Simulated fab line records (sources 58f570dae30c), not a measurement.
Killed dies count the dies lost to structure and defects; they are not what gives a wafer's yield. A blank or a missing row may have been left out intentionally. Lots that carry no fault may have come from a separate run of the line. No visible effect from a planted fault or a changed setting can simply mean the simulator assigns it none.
fab line records	flow berkeleyCmos170	part 1 of 2: steps 1 to 26 of 39
record lots=5	wafers=15	lastDay=12
route steps=331 shown NWELL@23 PWELL@34 WELLDRIVE@55 ACTIVE@60
lots that met no fault: from a run of the same line without faults
startH: start of the lot's first displayed wafer, in hours after the record's first day	waitH: hours elapsed since this lot's preceding step	" as in the row above	L1.1+2: several wafers, shown together as one row	- no value present, or no start provided	* or withheld: withheld	< > ~ a bound
route shown NAME@n: names a module that has steps shown in the file, with the first one's number in the route	usual: average and standard deviation across the fault-free wafers	same: alike in all rows	chamber/n: place in a boat	sites: readings site by site	_std_site: how widely they spread, as a standard deviation	_edge_site: inner sites' mean taken away from outer sites' mean	radiusMm: for every site, how far away it sits from the centre of the wafer	mask NAME#n: copy n	behind: tool/chamber where the wafer was last shaped	hold: reason for holding the lot/hours on hold/outcome of the hold	device: the n, p or np transistor that did not switch	end of line: the tests these same wafers got at the end of their route	a step with no rows: only its recipe	killed: at the first sort, the dies lost to defects and structure; wafer yield is something else	map: a wafer's dies, x killed, . not, _ none there
set.NAME: the setting the step ran with; set.NAME@STEP: the setting that earlier step ran with	model.NAME: the simulator's own value behind a step, which no gauge read
lots at some steps of the route; a table a step, a row a wafer
services: the hour from which a tool's chamber was out of use, counted from the record's first day as startH (under 0 if before that day), plus the number of hours and why
## steps
# step UCB170_NWELL_EXPOSE_09
# recipe maskId=NWELL	targetCdNm=3000	na=0.5	sigmaOuter=0.6	sourceShape=conventional	doseMj=25
# usual reticleTempC=23.01/0.11
lot.wafer	tool	chamber	startH	waitH	mask	reticleTempC
L078.3	krfScanner-02	0	49.10	0.3	NWELL#0	22.93
L078.4	"	0	"	"	NWELL#0	22.97
L078.6	"	0	"	"	NWELL#0	23.03
L084.2	krfScanner-01	0	86.67	0.4	NWELL#0	22.88
L084.4	"	0	"	"	NWELL#0	22.97
L084.6	"	0	"	"	NWELL#0	23.03
L086.1	krfScanner-01	0	91.05	0.1	NWELL#0	23.01
L086.3	"	0	"	"	NWELL#0	22.95
L086.4	"	0	"	"	NWELL#0	22.96
L092.4	krfScanner-02	0	120.13	0.1	NWELL#0	23.05
L092.5	"	0	"	"	NWELL#0	22.96
L092.6	"	0	"	"	NWELL#0	22.88
L096.2	krfScanner-02	0	141.57	0.1	NWELL#0	22.93
L096.5	"	0	"	"	NWELL#0	23.02
L096.6	"	0	"	"	NWELL#0	23.03
# step UCB170_NWELL_PEB_10
# recipe pebTempC=130	pebTimeS=withheld	resist=KrF
# usual chillPlateTempC=23.02/0.1	heaterPowerTotalW=56.80/0.049
lot.wafer	tool	chamber	startH	waitH	chillPlateTempC	heaterPowerTotalW
L078.3	lithoTrack-04	0	49.38	0.3	22.98	56.84
L078.4	"	0	"	"	23.14	56.80
L078.6	"	0	"	"	23.03	56.77
L084.2	lithoTrack-02	0	86.82	0.1	22.98	56.85
L084.4	"	0	"	"	23.20	56.83
L084.6	"	0	"	"	23.17	56.80
L086.1	lithoTrack-02	0	91.16	0.1	22.95	56.80
L086.3	"	0	"	"	23.05	56.74
L086.4	"	0	"	"	23.07	56.85
L092.4	lithoTrack-04	0	120.60	0.4	22.99	56.87
L092.5	"	0	"	"	23.05	56.82
L092.6	"	0	"	"	23.07	56.77
L096.2	lithoTrack-01	0	141.70	0.1	22.97	56.82
L096.5	"	0	"	"	23.06	56.87
L096.6	"	0	"	"	22.96	56.80
# step UCB170_NWELL_DEVELOP_11
# recipe developer=TMAH	developTimeS=45	resist=KrF	devTempC=21
# usual chillPlateTempC=23.01/0.098
lot.wafer	tool	chamber	startH	waitH	chillPlateTempC
L078.3	lithoTrack-04	0	-	-	22.90
L078.4	"	0	"	"	23.02
L078.6	"	0	"	"	22.90
L084.2	lithoTrack-02	0	-	-	23.06
L084.4	"	0	"	"	23.16
L084.6	"	0	"	"	23.17
L086.1	lithoTrack-02	0	-	-	23.02
L086.3	"	0	"	"	23.03
L086.4	"	0	"	"	23.12
L092.4	lithoTrack-04	0	-	-	23.11
L092.5	"	0	"	"	23.00
L092.6	"	0	"	"	23.05
L096.2	lithoTrack-01	0	-	-	23.02
L096.5	"	0	"	"	23.07
L096.6	"	0	"	"	23.02
# step UCB170_NWELL_OVL_MEAS_12
# usual NWELL_OVL=1/6
lot.wafer	tool	chamber	startH	waitH	NWELL_OVL[nm]
L078.3	overlay-01	-	49.62	-	9
L078.4	"	-	"	"	7
L078.6	"	-	"	"	8
L084.2	overlay-02	-	87.08	-	-4
L084.4	"	-	"	"	5
L084.6	"	-	"	"	1
L086.1	overlay-02	-	91.44	-	-6
L086.3	"	-	"	"	1
L086.4	"	-	"	"	-4
L092.4	overlay-01	-	120.82	-	-10
L092.5	"	-	"	"	-11
L092.6	"	-	"	"	-2
L096.2	overlay-02	-	141.95	-	0
L096.5	"	-	"	"	2
L096.6	"	-	"	"	-3
# step UCB170_NWELL_ETCH_13
# recipe chemistry=CH3F/Ar/O2	target=Si3N4	stopOn=SiO2	CH3F_flow_sccm=20	Ar_flow_sccm=50	O2_flow_sccm=7	pressureMtorr=50	rfW=450	targetDepthA=2464	overEtchFrac=0.1	timeS=154
# usual drypumpMotorCurrentA=5.6/0.47	oesProductAu=0.941/0.017	throttleValvePct=8.01/0.12
lot.wafer	tool	chamber	startH	waitH	drypumpMotorCurrentA	oesProductAu	rfHoursCounterH	throttleValvePct
L078.3	rieDiel-04	1	49.64	0.0	6.2	0.934	165	8.03
L078.4	"	3	"	"	5.5	0.930	13	7.98
L078.6	"	2	"	"	5.7	0.938	-	8.24
L084.2	rieDiel-04	0	87.11	0.0	5.4	0.926	26	8.15
L084.4	"	1	"	"	6.3	0.937	167	8.03
L084.6	"	1	"	"	6.3	0.932	-	8.04
L086.1	rieDiel-03	0	91.47	0.0	5.9	0.929	93	8.03
L086.3	"	2	"	"	5.5	0.948	145	7.97
L086.4	"	3	"	"	6.2	0.926	132	7.83
L092.4	rieDiel-02	3	120.83	0.0	6.3	0.929	50	7.93
L092.5	"	0	"	"	4.7	0.936	-	7.96
L092.6	"	3	"	"	6.3	0.929	-	7.93
L096.2	rieDiel-04	2	141.98	0.0	5.8	0.937	17	8.26
L096.5	"	3	"	"	5.5	0.938	-	7.98
L096.6	"	0	"	"	5.4	0.918	-	8.15
# step UCB170_NWELL_IMPLANT_14
# recipe species=P	doseCm2=1e+13	energyKev=150	tiltDeg=7
lot.wafer	tool	chamber	startH	waitH
L078.3+4+6	implanter-03	0	49.80	0.1
L084.2+4+6	implanter-03	0	87.24	0.1
L086.1+3+4	implanter-02	0	91.58	0.1
L092.4+5+6	implanter-03	0	121.01	0.1
L096.2+5+6	implanter-02	0	142.11	0.1
# step UCB170_NWELL_STRIP_15
# recipe chemistry=O2	powerW=400	pressureMtorr=3500	platenTempC=withheld	o2FlowSccm=400	overashFraction=0.5
# usual drypumpMotorCurrentA=5.8/0.43	o2FlowSccm=400.3/1.8	oesProductAu=0.721/0.0047	stripTimeToEndpointS=18.05/0.072
lot.wafer	tool	chamber	startH	waitH	drypumpMotorCurrentA	o2FlowSccm	oesProductAu	rfHoursCounterH	stripTimeToEndpointS
L078.3	plasmaAsher-02	0	49.93	0.1	5.8	398.7	0.725	-	18.16
L078.4	"	1	"	"	5.4	402.3	0.726	-	18.03
L078.6	"	0	"	"	5.8	400.1	0.730	-	18.10
L084.2	plasmaAsher-04	0	87.36	0.1	5.3	400.2	0.721	40	18.08
L084.4	"	1	"	"	6.4	400.7	0.719	-	18.14
L084.6	"	1	"	"	6.4	400.5	0.729	-	18.06
L086.1	plasmaAsher-03	1	91.73	0.1	5.5	401.2	0.717	38	18.09
L086.3	"	1	"	"	5.5	400.7	0.716	-	18.14
L086.4	"	0	"	"	6.3	399.8	0.718	-	18.14
L092.4	plasmaAsher-02	1	121.12	0.1	5.5	399.7	0.720	-	18.12
L092.5	"	1	"	"	5.5	401.1	0.726	-	18.05
L092.6	"	0	"	"	5.8	401.0	0.730	-	18.13
L096.2	plasmaAsher-03	0	142.23	0.1	6.3	401.3	0.718	3	18.09
L096.5	"	0	"	"	6.3	415.4	0.722	-	18.05
L096.6	"	1	"	"	5.5	398.4	0.722	-	18.07
# step UCB170_NWELL_TW_MEAS_16
# usual NWELL_TW=1251/12
lot.wafer	tool	chamber	startH	waitH	NWELL_TW
L078.3	filmMetro-02	-	50.02	0.1	1240
L078.4	"	-	"	"	1229
L078.6	"	-	"	"	1240
L084.2	filmMetro-04	-	87.47	0.1	1259
L084.4	"	-	"	"	1261
L084.6	"	-	"	"	1263
L086.1	filmMetro-04	-	91.83	0.1	1268
L086.3	"	-	"	"	1266
L086.4	"	-	"	"	1264
L092.4	filmMetro-03	-	121.22	0.1	1249
L092.5	"	-	"	"	1250
L092.6	"	-	"	"	1243
L096.2	filmMetro-02	-	142.34	0.1	1238
L096.5	"	-	"	"	1235
L096.6	"	-	"	"	1233
# step UCB170_NWELL_CLEAN_17
# recipe chemistry=SPM	tempC=120	timeS=600
lot.wafer	tool	chamber	startH	waitH
L078.3+4+6	wetBench-04	1	50.06	0.0
L084.2+4+6	wetBench-04	1	87.52	0.0
L086.1+3+4	wetBench-02	1	91.89	0.1
L092.4+5+6	wetBench-03	1	121.27	0.0
L096.2+5+6	wetBench-04	3	142.39	0.0
# step UCB170_NWELL_WET_ETCH_18
# recipe chemistry=H3PO4	target=Si3N4	tempC=160	timeS=14400
lot.wafer	tool	chamber	startH	waitH
L078.3+4+6	wetBench-03	3	50.23	0.0
L084.2+4+6	wetBench-03	3	87.70	0.0
L086.1+3+4	wetBench-04	3	92.08	0.0
L092.4+5+6	wetBench-03	3	121.45	0.0
L096.2+5+6	wetBench-04	2	142.78	0.2
# step UCB170_NWELL_WET_ETCH_19
# recipe chemistry=BOE	dilution=5:1	target=SiO2	tempC=25	timeS=22
lot.wafer	tool	chamber	startH	waitH
L078.3+4+6	wetBench-03	3	54.46	0.2
L084.2+4+6	wetBench-03	1	91.70	0.0
L086.1+3+4	wetBench-03	1	96.45	0.0
L092.4+5+6	wetBench-02	0	125.46	0.0
L096.2+5+6	wetBench-04	0	147.15	0.0
# step UCB170_PWELL_CLEAN_00
# recipe chemistry=SPM	tempC=120	timeS=600
lot.wafer	tool	chamber	startH	waitH
L078.3+4+6	wetBench-04	2	54.51	0.0
L084.2+4+6	wetBench-03	1	91.72	0.0
L086.1+3+4	wetBench-04	1	96.47	0.0
L092.4+5+6	wetBench-04	2	125.48	0.0
L096.2+5+6	wetBench-04	1	147.16	0.0
# step UCB170_PWELL_CLEAN_01
# recipe chemistry=dHF	dilution=25:1	timeS=60
lot.wafer	tool	chamber	startH	waitH
L078.3+4+6	wetBench-04	2	54.71	0.0
L084.2+4+6	wetBench-03	0	91.91	0.0
L086.1+3+4	wetBench-03	1	96.66	0.0
L092.4+5+6	wetBench-03	2	125.65	0.0
L096.2+5+6	wetBench-04	1	147.34	0.0
# step UCB170_PWELL_OXIDATION_02
# recipe tempC=1000	ambient=O2	targetThkA=264	oxTimeS=1260
# usual spikeTcCentreC=1002.8/1.1
lot.wafer	tool	chamber	startH	waitH	spikeTcCentreC
L078.3	furnace-02	0	59.59	4.9	1001.9
L078.4	"	0	"	"	1003.2
L078.6	"	0	"	"	1004.6
L084.2	furnace-02	0	97.11	5.2	1003.6
L084.4	"	0	"	"	1003.4
L084.6	"	0	"	"	1001.5
L086.1	furnace-02	0	97.11	0.4	1003.9
L086.3	"	0	"	"	1002.7
L086.4	"	0	"	"	1003.6
L092.4	furnace-02	0	130.11	4.4	1001.5
L092.5	"	0	"	"	1001.6
L092.6	"	0	"	"	1000.6
L096.2	furnace-02	0	150.45	3.1	1002.0
L096.5	"	0	"	"	1001.8
L096.6	"	0	"	"	1002.8
# step UCB170_PWELL_THK_MEAS_03
# recipe reads=SiO2_of_PWELL_OXIDATION_02
# usual PWELL_OXIDE_THK=26.7/0.46
lot.wafer	tool	chamber	startH	waitH	PWELL_OXIDE_THK[nm]
L078.3	filmMetro-04	-	60.96	0.0	26.5
L078.4	"	-	"	"	26.5
L078.6	"	-	"	"	26.3
L086.1	filmMetro-04	-	98.46	0.0	27.0
L086.3	"	-	"	"	27.4
L086.4	"	-	"	"	27.1
L084.2	filmMetro-01	-	98.47	0.0	26.6
L084.4	"	-	"	"	26.1
L084.6	"	-	"	"	26.6
L092.4	filmMetro-01	-	131.49	0.0	26.4
L092.5	"	-	"	"	26.2
L092.6	"	-	"	"	25.9
L096.2	filmMetro-01	-	151.81	0.0	26.7
L096.5	"	-	"	"	26.2
L096.6	"	-	"	"	26.7
# step UCB170_PWELL_ANNEAL_04
# recipe tempC=1000	timeS=900	ambient=N2
# usual spikeTcCentreC=1002.8/1
lot.wafer	tool	chamber	startH	waitH	spikeTcCentreC
L078.3	furnace-01	0	63.86	2.9	1003.4
L078.4	"	0	"	"	1002.2
L078.6	"	0	"	"	1003.5
L084.2	furnace-04	0	101.67	3.2	1003.5
L084.4	"	0	"	"	1003.1
L084.6	"	0	"	"	1002.6
L086.1	furnace-04	0	101.67	3.2	1002.7
L086.3	"	0	"	"	1002.5
L086.4	"	0	"	"	1003.5
L092.4	furnace-01	0	135.11	3.6	1002.6
L092.5	"	0	"	"	1002.3
L092.6	"	0	"	"	1004.0
L096.2	furnace-02	0	157.81	6.0	1002.6
L096.5	"	0	"	"	1003.0
L096.6	"	0	"	"	1000.5
# step UCB170_PWELL_CVD_05
# recipe material=Si3N4	targetThkNm=220	tempC=800	precursor=SiH2Cl2/NH3	timeS=3300	pressureMtorr=200	sih2cl2FlowSccm=25	nh3FlowSccm=75
# usual nh3FlowSccm=75.05/0.23	spikeTcCentreC=802.5/1.5
lot.wafer	tool	chamber	startH	waitH	nh3FlowSccm	spikeTcCentreC
L078.3	lpcvd-01	0	65.17	0.1	75.41	802.3
L078.4	"	0	"	"	75.05	803.4
L078.6	"	0	"	"	74.84	803.7
L084.2	lpcvd-02	1	102.92	0.0	75.15	805.2
L084.4	"	1	"	"	74.96	804.8
L084.6	"	1	"	"	74.81	803.3
L086.1	lpcvd-02	0	102.92	0.0	75.16	802.5
L086.3	"	0	"	"	75.13	801.1
L086.4	"	0	"	"	75.08	801.6
L092.4	lpcvd-02	1	136.36	0.0	74.95	803.8
L092.5	"	1	"	"	75.03	802.9
L092.6	"	1	"	"	75.05	804.0
L096.2	lpcvd-02	1	159.06	0.0	75.24	805.2
L096.5	"	1	"	"	75.60	803.7
L096.6	"	1	"	"	75.41	803.2
# step UCB170_PWELL_THK_MEAS_06
# recipe reads=Si3N4_of_PWELL_CVD_05
# usual PWELL_NITRIDE_THK=220.2/1.8
lot.wafer	tool	chamber	startH	waitH	PWELL_NITRIDE_THK[nm]
L078.3	filmMetro-01	-	67.11	0.0	219.7
L078.4	"	-	"	"	220.4
L078.6	"	-	"	"	218.9
L086.1	filmMetro-04	-	104.84	0.0	223.0
L086.3	"	-	"	"	222.4
L086.4	"	-	"	"	220.8
L084.2	filmMetro-03	-	104.85	0.0	218.9
L084.4	"	-	"	"	217.4
L084.6	"	-	"	"	218.7
L092.4	filmMetro-01	-	138.31	0.0	223.9
L092.5	"	-	"	"	222.8
L092.6	"	-	"	"	223.8
L096.2	filmMetro-04	-	160.99	0.0	222.1
L096.5	"	-	"	"	223.4
L096.6	"	-	"	"	222.6
# step UCB170_PWELL_HMDS_07
# recipe primeTimeS=60	primeTempC=100
# usual chillPlateTempC=23.00/0.1
lot.wafer	tool	chamber	startH	waitH	chillPlateTempC
L078.3	lithoTrack-03	0	68.02	0.9	23.08
L078.4	"	0	"	"	22.95
L078.6	"	0	"	"	22.97
L086.1	lithoTrack-01	0	104.91	0.1	23.06
L086.3	"	0	"	"	23.09
L086.4	"	0	"	"	23.14
L084.2	lithoTrack-03	0	105.16	0.3	22.88
L084.4	"	0	"	"	23.04
L084.6	"	0	"	"	23.16
L092.4	lithoTrack-02	0	138.54	0.2	22.73
L092.5	"	0	"	"	22.93
L092.6	"	0	"	"	23.02
L096.2	lithoTrack-01	0	161.08	0.1	23.03
L096.5	"	0	"	"	22.94
L096.6	"	0	"	"	23.09
# step UCB170_PWELL_COAT_08
# recipe resist=KrF	spinRpm=1500	resistThkNm=900
# usual chillPlateTempC=22.99/0.086
lot.wafer	tool	chamber	startH	waitH	chillPlateTempC
L078.3	lithoTrack-03	0	68.17	0.1	23.07
L078.4	"	0	"	"	22.95
L078.6	"	0	"	"	23.05
L086.1	lithoTrack-01	0	105.06	0.1	22.92
L086.3	"	0	"	"	23.00
L086.4	"	0	"	"	22.92
L084.2	lithoTrack-03	0	105.31	0.1	23.10
L084.4	"	0	"	"	23.06
L084.6	"	0	"	"	23.14
L092.4	lithoTrack-02	0	138.69	0.1	23.21
L092.5	"	0	"	"	23.04
L092.6	"	0	"	"	23.08
L096.2	lithoTrack-01	0	161.23	0.1	22.80
L096.5	"	0	"	"	22.85
L096.6	"	0	"	"	23.01
# step UCB170_PWELL_SOFTBAKE_09
# recipe resist=KrF	tempC=130	timeS=60
# usual chillPlateTempC=22.97/0.11	heaterPowerTotalW=56.80/0.044
lot.wafer	tool	chamber	startH	waitH	chillPlateTempC	heaterPowerTotalW
L078.3	lithoTrack-03	0	68.32	0.1	23.07	56.79
L078.4	"	0	"	"	23.03	56.80
L078.6	"	0	"	"	23.05	56.75
L086.1	lithoTrack-01	0	105.21	0.1	23.03	56.79
L086.3	"	0	"	"	22.90	56.84
L086.4	"	0	"	"	22.94	56.74
L084.2	lithoTrack-03	0	105.46	0.1	22.86	56.82
L084.4	"	0	"	"	22.95	56.79
L084.6	"	0	"	"	22.71	56.81
L092.4	lithoTrack-02	0	138.84	0.1	22.98	56.81
L092.5	"	0	"	"	22.98	56.79
L092.6	"	0	"	"	23.02	56.76
L096.2	lithoTrack-01	0	161.38	0.1	22.85	56.80
L096.5	"	0	"	"	23.03	56.84
L096.6	"	0	"	"	22.78	56.75
# step UCB170_PWELL_EXPOSE_10
# recipe maskId=PWELL	targetCdNm=3000	na=0.5	sigmaOuter=0.6	sourceShape=conventional	doseMj=19
# usual reticleTempC=22.99/0.097
lot.wafer	tool	chamber	startH	waitH	mask	reticleTempC
L078.3	krfScanner-01	0	68.73	0.4	PWELL#0	23.03
L078.4	"	0	"	"	PWELL#0	22.99
L078.6	"	0	"	"	PWELL#0	22.89
L086.1	krfScanner-01	0	105.49	0.2	PWELL#0	22.96
L086.3	"	0	"	"	PWELL#0	23.08
L086.4	"	0	"	"	PWELL#0	22.98
L084.2	krfScanner-02	0	105.75	0.3	PWELL#0	22.73
L084.4	"	0	"	"	PWELL#0	22.87
L084.6	"	0	"	"	PWELL#0	23.00
L092.4	krfScanner-02	0	139.10	0.2	PWELL#0	22.82
L092.5	"	0	"	"	PWELL#0	22.88
L092.6	"	0	"	"	PWELL#0	22.98
L096.2	krfScanner-01	0	161.65	0.2	PWELL#0	23.11
L096.5	"	0	"	"	PWELL#0	23.18
L096.6	"	0	"	"	PWELL#0	23.07
# step UCB170_PWELL_PEB_11
# recipe pebTempC=130	pebTimeS=withheld	resist=KrF
# usual chillPlateTempC=23.00/0.11	heaterPowerTotalW=56.80/0.047
lot.wafer	tool	chamber	startH	waitH	chillPlateTempC	heaterPowerTotalW
L078.3	lithoTrack-01	0	69.59	0.8	23.05	56.87
L078.4	"	0	"	"	23.11	56.80
L078.6	"	0	"	"	23.02	56.78
L086.1	lithoTrack-03	0	105.60	0.1	23.12	56.80
L086.3	"	0	"	"	23.13	56.94
L086.4	"	0	"	"	22.92	56.80
L084.2	lithoTrack-01	0	105.87	0.1	22.95	56.70
L084.4	"	0	"	"	22.73	56.88
L084.6	"	0	"	"	22.98	56.77
L092.4	lithoTrack-01	0	139.23	0.1	22.87	56.79
L092.5	"	0	"	"	22.88	56.74
L092.6	"	0	"	"	22.93	56.75
L096.2	lithoTrack-02	0	161.82	0.2	22.79	56.78
L096.5	"	0	"	"	22.98	56.77
L096.6	"	0	"	"	23.01	56.77
# step UCB170_PWELL_DEVELOP_12
# recipe developer=TMAH	developTimeS=45	resist=KrF	devTempC=21
# usual chillPlateTempC=23.00/0.11
lot.wafer	tool	chamber	startH	waitH	chillPlateTempC
L078.3	lithoTrack-01	0	-	-	23.05
L078.4	"	0	"	"	22.93
L078.6	"	0	"	"	23.07
L086.1	lithoTrack-03	0	-	-	22.95
L086.3	"	0	"	"	23.05
L086.4	"	0	"	"	23.08
L084.2	lithoTrack-01	0	-	-	22.88
L084.4	"	0	"	"	22.90
L084.6	"	0	"	"	22.95
L092.4	lithoTrack-01	0	-	-	22.95
L092.5	"	0	"	"	22.90
L092.6	"	0	"	"	22.83
L096.2	lithoTrack-02	0	-	-	22.98
L096.5	"	0	"	"	23.02
L096.6	"	0	"	"	23.18
# step UCB170_PWELL_OVL_MEAS_13
# usual PWELL_OVL=-1/5.3
lot.wafer	tool	chamber	startH	waitH	PWELL_OVL[nm]
L078.3	overlay-02	-	69.82	-	-5
L078.4	"	-	"	"	3
L078.6	"	-	"	"	-2
L086.1	overlay-01	-	105.88	-	-4
L086.3	"	-	"	"	3
L086.4	"	-	"	"	-10
L084.2	overlay-02	-	106.12	-	-3
L084.4	"	-	"	"	-7
L084.6	"	-	"	"	2
L092.4	overlay-01	-	139.45	-	-3
L092.5	"	-	"	"	-9
L092.6	"	-	"	"	-4
L096.2	overlay-01	-	162.07	-	2
L096.5	"	-	"	"	9
L096.6	"	-	"	"	5
# step UCB170_PWELL_ETCH_14
# recipe chemistry=CH3F/Ar/O2	target=Si3N4	stopOn=SiO2	CH3F_flow_sccm=20	Ar_flow_sccm=50	O2_flow_sccm=7	pressureMtorr=50	rfW=450	targetDepthA=2420	overEtchFrac=0.1	timeS=151
# usual drypumpMotorCurrentA=5.8/0.37	oesProductAu=0.940/0.014	throttleValvePct=8.00/0.12
lot.wafer	tool	chamber	startH	waitH	drypumpMotorCurrentA	oesProductAu	rfHoursCounterH	throttleValvePct
L078.3	rieDiel-01	3	69.85	0.0	6.2	0.940	169	7.89
L078.4	"	2	"	"	5.4	0.951	105	8.01
L078.6	"	3	"	"	6.2	0.930	-	7.90
L086.1	rieDiel-03	1	105.91	0.0	5.2	0.960	149	7.99
L086.3	"	3	"	"	6.2	0.934	133	7.85
L086.4	"	0	"	"	5.9	0.940	94	8.01
L084.2	rieDiel-04	2	106.15	0.0	5.8	0.942	15	8.25
L084.4	"	0	"	"	5.4	0.903	-	8.13
L084.6	"	3	"	"	5.5	0.937	-	7.96
L092.4	rieDiel-01	3	139.46	0.0	6.1	0.953	1	7.90
L092.5	"	3	"	"	6.1	0.946	-	7.90
L092.6	"	2	"	"	5.4	0.966	-	8.01
L096.2	rieDiel-03	0	162.10	0.0	5.9	0.945	97	8.02
L096.5	"	2	"	"	5.5	0.969	-	7.98
L096.6	"	3	"	"	6.2	0.936	-	7.84
